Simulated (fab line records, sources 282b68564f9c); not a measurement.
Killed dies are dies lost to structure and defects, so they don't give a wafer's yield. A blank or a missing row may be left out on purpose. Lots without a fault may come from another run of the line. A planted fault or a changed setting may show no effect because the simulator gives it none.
fab line records | flow rit_cmos
record lots=14 wafers=42 last_day=8
route steps=202 shown NLDD@108
lots that met no fault: from a run of the same line without faults
start_h: hours from the record's first day to the start of the lot's first wafer shown | wait_h: hours since the lot's step before | " the same as in the row above | L1.1+2: a row that stands for several wafers | - no value, or no start given | * or withheld: withheld | < > ~ a bound
route shown NAME@n: a module of which the file shows steps, and the number in the route of the first | usual: mean/standard deviation of fault-free wafers | same: alike in all rows | chamber/n: place in a boat | sites: the reading at each site | _std_site: their standard deviation | _edge_site: outer sites' mean less inner sites' | radius_mm: how far each site lies from the wafer's centre | mask NAME#n: copy n | behind: the tool/chamber that last shaped the wafer | hold: why the lot was held/for how many hours/how that ended | device: the transistor (n, p or np) that didn't switch | end of line: the same wafers' tests at the end of the route | a step without rows: its recipe alone | killed: dies lost to structure and defects at the first sort, not the wafer's yield | map: a wafer's dies, x killed, . not, _ none there
set.NAME: the setting as run; set.NAME@STEP: as run at that earlier step | model.NAME: the simulator's own value behind a step, which no gauge read
steps of the route over a sample of lots; a table a step, a row a wafer
## steps
# step RIT_NLDD_DEVELOP_05
# recipe resist=NOVOLAK develop_time_s=50 dev_temp_c=23
# usual chill_plate_temp_C=23.00/0.1 develop_time_s=50/0 developer_temp_C=23.00/0.11 exhaust_pa=45.2/0.92
# columns lot.wafer tool chamber start_h wait_h chill_plate_temp_C develop_time_s developer_temp_C exhaust_pa
L878.1 litho_track-01 0 52 - 22.95 50 23.06 43.2
L878.4 " 0 " " 22.95 50 23.02 43.8
L878.6 " 0 " " 22.92 50 22.98 43.3
L879.2 litho_track-02 0 52 - 22.99 50 23.04 45.8
L879.3 " 0 " " 22.98 50 23.20 45.7
L879.5 " 0 " " 23.00 50 23.20 46.3
L880.2 litho_track-03 0 54 - 23.19 50 22.96 46.2
L880.4 " 0 " " 23.19 50 22.97 45.7
L880.5 " 0 " " 23.04 50 22.91 45.5
L881.2 litho_track-03 0 65 - 23.07 50 22.97 44.5
L881.4 " 0 " " 23.07 50 22.92 45.8
L881.6 " 0 " " 23.09 50 23.15 45.7
L882.1 litho_track-02 0 67 - 23.01 50 23.02 44.3
L882.4 " 0 " " 23.08 50 23.01 45.3
L882.5 " 0 " " 22.93 50 23.03 44.4
L883.1 litho_track-01 0 72 - 22.97 50 22.98 45.7
L883.3 " 0 " " 23.03 50 23.02 46.0
L883.6 " 0 " " 23.05 50 23.11 45.3
L885.1 litho_track-01 0 81 - 22.94 50 22.87 45.6
L885.2 " 0 " " 23.03 50 22.83 45.1
L885.6 " 0 " " 23.02 50 22.81 45.0
L886.2 litho_track-02 0 84 - 22.87 50 22.90 44.5
L886.4 " 0 " " 23.13 50 22.96 44.9
L886.6 " 0 " " 22.89 50 23.13 44.6
L887.1 litho_track-02 0 93 - 22.90 50 22.89 44.8
L887.3 " 0 " " 23.14 50 22.85 44.6
L887.4 " 0 " " 23.30 50 22.91 42.9
L888.3 litho_track-02 0 96 - 23.00 50 23.11 46.0
L888.4 " 0 " " 22.90 50 23.05 46.5
L888.6 " 0 " " 23.02 50 23.04 45.2
L889.2 litho_track-01 0 97 - 23.03 50 22.90 47.1
L889.4 " 0 " " 22.90 50 23.06 48.0
L889.6 " 0 " " 22.88 50 23.09 47.3
L890.3 litho_track-03 0 106 - 22.82 50 23.37 44.6
L890.4 " 0 107 - 22.75 50 23.18 45.6
L890.5 " 0 " " 22.88 50 23.17 44.5
L899.3 litho_track-02 - 164 - - - - -
L899.4 " - " " - - - -
L899.6 " - " " - - - -
L898.1 litho_track-02 - 165 - - - - -
L898.4 " - " " - - - -
L898.6 " - " " - - - -
## key
first_sign step=RIT_NLDD_DEVELOP_05 reading=tool_record direction=missing
effect none on later readings
met_at RIT_NLDD_DEVELOP_05
struck_lots L898,L899
sort_left_out L898.1,L898.4,L898.6,L899.3,L899.4,L899.6
tester_left_out L898,L899
onset_between 96 164
fault kind=skipped_step_whole tool=litho_track-02 chamber=- onset_h=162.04 steps=RIT_NLDD_DEVELOP_05 scope=struck_lots_only
# tester_left_out: of these lots the tester's yield and bins aren't shown, on N5 and GAA mostly nor the transistor test; their killed dies are dies lost to structure and defects alone, not to doping, threshold or leakage, so they don't give the yield
# sort_left_out: the simulated sort isn't trusted on such a fault, so these wafers' sort isn't shown, and their yield isn't known
